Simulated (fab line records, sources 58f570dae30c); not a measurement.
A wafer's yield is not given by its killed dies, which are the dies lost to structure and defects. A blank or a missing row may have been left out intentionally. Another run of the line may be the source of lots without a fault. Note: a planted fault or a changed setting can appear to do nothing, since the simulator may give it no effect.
What tool caused it? -- flow berkeleyCmos170 -- 14 lots, 42 wafers sampled, at 3 steps of a route of 331

## WHAT THE GAUGES READ, wafer by wafer
UCB170_NLDD_OVL_MEAS_07. Usual: NLDD_OVL gives -3 nm (standard deviation 5.4).
lot,measured,on,NLDD_OVL (nm),flag
L646,day 7 12:16,overlay-02,-12 -4 -10,
L647,day 7 23:09,overlay-02,-6 -10 -5,
L648,day 7 23:20,overlay-01,-3 -10 -3,
L653,day 9 02:26,overlay-01,1 -6 -7,
L654,day 9 07:49,overlay-01,4 6 -2,
L658,day 9 19:20,overlay-01,4 0 -4,
L660,day 10 09:26,overlay-02,-2 6 -4,
L659,day 10 10:28,overlay-01,-17 -3 -9,
L665,day 11 07:09,overlay-01,1 3 2,
L663,day 11 07:34,overlay-01,-3 1 -5,
L666,day 11 17:51,overlay-01,-8 -2 -2,
L668,day 11 19:02,overlay-02,0 5 3,
L667,day 11 19:45,overlay-01,-2 -2 -9,
L669,day 12 13:13,overlay-02,-8 -11 -4,

UCB170_V1_THK_MEAS_04. Usual: V1_POLISHED_THK gives 999.6 nm (standard deviation 1.1).
lot,measured,on,V1_POLISHED_THK (nm),flag
L646,day 8 12:10,filmMetro-03,1001.1 999.2 1001.4,
L647,day 9 06:05,filmMetro-01,999.6 999.6 998.9,
L648,day 9 07:25,filmMetro-01,999.1 1001.2 999.4,
L653,day 10 00:38,filmMetro-01,997.7 998.3 998.8,
L654,day 10 05:51,filmMetro-03,998.0 1000.3 999.7,
L658,day 10 21:14,filmMetro-03,999.9 998.2 999.5,
L660,day 11 07:10,filmMetro-01,999.6 999.5 1001.1,
L659,day 11 08:30,filmMetro-01,1001.5 1000.6 1001.1,
L665,day 16 02:33,filmMetro-01,999.4 999.6 998.7,
L663,day 16 02:16,filmMetro-03,1000.7 999.3 1000.7,
L666,day 16 02:35,filmMetro-03,1000.4 999.6 1000.3,
L668,day 16 02:55,filmMetro-01,999.5 1000.4 1000.2,
L667,day 16 02:51,filmMetro-02,1000.5 999.8 999.6,
L669,day 16 03:09,filmMetro-01,999.6 998.7 997.3,

## WHAT TOOL EACH LOT RAN ON (gives the tool, then ch and the chambers of the sampled wafers, and finally the start)
lot,UCB170_CONTACT_RTA_08
L646,"rtpAnneal-01 ch 0, day 8 04:59"
L647,"rtpAnneal-01 ch 0, day 8 23:12"
L648,"rtpAnneal-02 ch 0, day 8 23:15"
L653,"rtpAnneal-01 ch 0, day 9 17:35"
L654,"rtpAnneal-02 ch 0, day 9 23:43"
L658,"rtpAnneal-02 ch 0, day 10 14:34"
L660,"rtpAnneal-02 ch 0, day 11 00:25"
L659,"rtpAnneal-02 ch 0, day 11 01:37"
L665,"rtpAnneal-01 ch 0, day 12 05:26"
L663,"rtpAnneal-01 ch 0, day 12 05:22"
L666,"rtpAnneal-02 ch 0, day 12 09:47"
L668,"rtpAnneal-01 ch 0, day 12 10:58"
L667,"rtpAnneal-02 ch 0, day 12 11:01"
L669,"rtpAnneal-02 ch 0, day 13 07:27"
- UCB170_CONTACT_RTA_08: time 10 s.

## AS READ BY THE TOOLS THEMSELVES (means over the sampled wafers that have a number; for cases with no such wafer, the mark the record gives instead)
UCB170_CONTACT_RTA_08. Usual: lampPowerPct 23.8 %, standard deviation 0.53; wafer_temp_C_max 903.2, standard deviation 1.2.
lot,tool,lampPowerPct (%),wafer_temp_C_max,flag
L646,rtpAnneal-01,23.2,902.5,
L647,rtpAnneal-01,23.2,901.8,
L648,rtpAnneal-02,24.3,903.4,
L653,rtpAnneal-01,23.2,902.1,
L654,rtpAnneal-02,24.3,904.5,
L658,rtpAnneal-02,24.3,904.3,
L660,rtpAnneal-02,24.3,903.7,
L659,rtpAnneal-02,24.3,904.2,
L665,rtpAnneal-01,23.3,902.6,
L663,rtpAnneal-01,23.2,902.4,
L666,rtpAnneal-02,24.3,904.3,
L668,rtpAnneal-01,23.2,902.2,
L667,rtpAnneal-02,24.3,904.0,
L669,rtpAnneal-02,24.3,904.6,

## THE ANSWER, worked out from the rows above alone
Rule: a lot is off if the mean of its wafers that have a number lies more than 3 standard deviations from the usual mean. A lot without any number at a reading at which 4 lots or more have one is off too. Where the step has rows for the other lots, those lots are counted as sound. The gauges are gone through in route order, then the tools' own readings, and for those a lot's mean is taken as printed above. The first step at which some lot is off is used, and at that step the reading that is off furthest; a lot without a number counts as furthest.
None of the lots is off at any reading shown; this tells nothing.

## WHAT THE SIMULATOR PUT IN
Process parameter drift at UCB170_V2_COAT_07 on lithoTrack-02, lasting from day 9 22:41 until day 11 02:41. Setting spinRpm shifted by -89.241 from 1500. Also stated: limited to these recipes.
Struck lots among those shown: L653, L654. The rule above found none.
